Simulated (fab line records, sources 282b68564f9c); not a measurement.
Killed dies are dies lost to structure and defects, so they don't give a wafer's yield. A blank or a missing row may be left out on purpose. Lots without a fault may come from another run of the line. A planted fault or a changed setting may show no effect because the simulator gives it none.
Problem report in the 8D (eight disciplines) form, filled by code | flow rit_cmos | the parts of the form that need people (team, actions taken, sign-off) are left out

1. THE PROBLEM
SPACER_NITRIDE_THK at RIT_SPACER_THK_MEAS_04 reads a mean of 169.6 nm on 6 wafers of 2 lots; wafers without a fault read 251.0 nm with a standard deviation of 2.4. That is -34 standard deviations from the usual mean.
First seen on wafer L838.2, day 5 20:51, on film_metro-02. The record holds 42 wafers of 14 lots with a number at this step. Rule for "out", or "out of limits": more than 4 standard deviations from the usual mean. The other wafers with a number count as sound.

2. WHAT IT IS AND WHAT IT IS NOT
question                    | is                           | is not
which readings at this step | SPACER_NITRIDE_THK           | -
which lots                  | L838, L839                   | L825, L826, L827, L828, L830, L831, L833, L840, L841, L842, L844, L845
which wafers of those lots  | all that have a number       | -
read on which gauges        | film_metro-02, film_metro-04 | film_metro-03
when                        | from day 5 20:51             | up to then (21 sound wafers); but 15 sound wafers of L840, L841, L842, L844, L845 came after

3. SUSPECTS, AND WHAT RULES EACH OUT
Counting: a tool at a process step up to the reading stays a suspect if it ran every lot that is out and no sound lot after the first of them.
- the gauge at RIT_SPACER_THK_MEAS_04: ruled out. The wafers that are out were read on 2 gauges (film_metro-02, film_metro-04).
- plasma_asher-02 at RIT_GATE_STRIP_20 (strips in O2, time 180 s): ruled out as a lasting fault. Sound lots L840, L842 ran on it after its first lot that is out, L838 (day 5 10:32).
- lpcvd-02 at RIT_SPACER_CVD_03 (deposits Si3N4 from SiH2Cl2/NH3, target thk 250 nm, time 3300 s): kept. It ran every lot that is out, first L838 (day 5 17:58), and no sound lot after that; its last sound lot up to then is L828 (day 3 10:56).
Left after counting: lpcvd-02 at RIT_SPACER_CVD_03.

4. THE CAUSE (what the simulator had put in)
Process parameter drift: lpcvd-02, from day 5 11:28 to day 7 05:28, at RIT_SPACER_CVD_03. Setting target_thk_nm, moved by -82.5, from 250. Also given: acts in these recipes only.
Counting left only this tool.

5. THE CHAIN OF EFFECTS, in route order
Each row: a reading whose mean over the struck wafers that have a number lies more than 3 standard deviations from the usual. Only readings for which the record gives a usual standard deviation are gone through. hours: the time from each lot's start at the first step in this table that gives one to its start at this step, as a median over the lots. sigmas: the change in usual standard deviations.
hours | step                   | reading            | usual      | on struck wafers | change | sigmas
0     | RIT_SPACER_THK_MEAS_04 | SPACER_NITRIDE_THK | 251.0 nm   | 169.6            | -81.4  | -34
0     | RIT_SPACER_ETCHBACK_05 | oes_product_au     | 0.842 a.u. | 0.651            | -0.191 | -16
The process steps in it:
- RIT_SPACER_ETCHBACK_05: etches Si3N4 in SF6/CHF3, stops on SiO2, target depth 250 nm, time 240 s.
Later measuring or inspecting steps at which every struck wafer that the step has a row for has a number for every such reading, and none has moved that far: RIT_CONTACT_CD_MEAS_90.

6. WHAT WOULD HAVE CAUGHT IT SOONER
In this record the first reading out of limits at a measuring or inspecting step was taken at day 5 20:51, 9 hours after the fault began at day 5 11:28.
Of the tool readings at RIT_SPACER_CVD_03 for which the record gives a usual standard deviation, none was out on any struck wafer, so an alarm limit of 4 standard deviations on them would not have fired.
Of the lots that are out (2), L839 began RIT_SPACER_CVD_03 on lpcvd-02 after day 5 20:51. A hold on the tool at that time would have spared it.
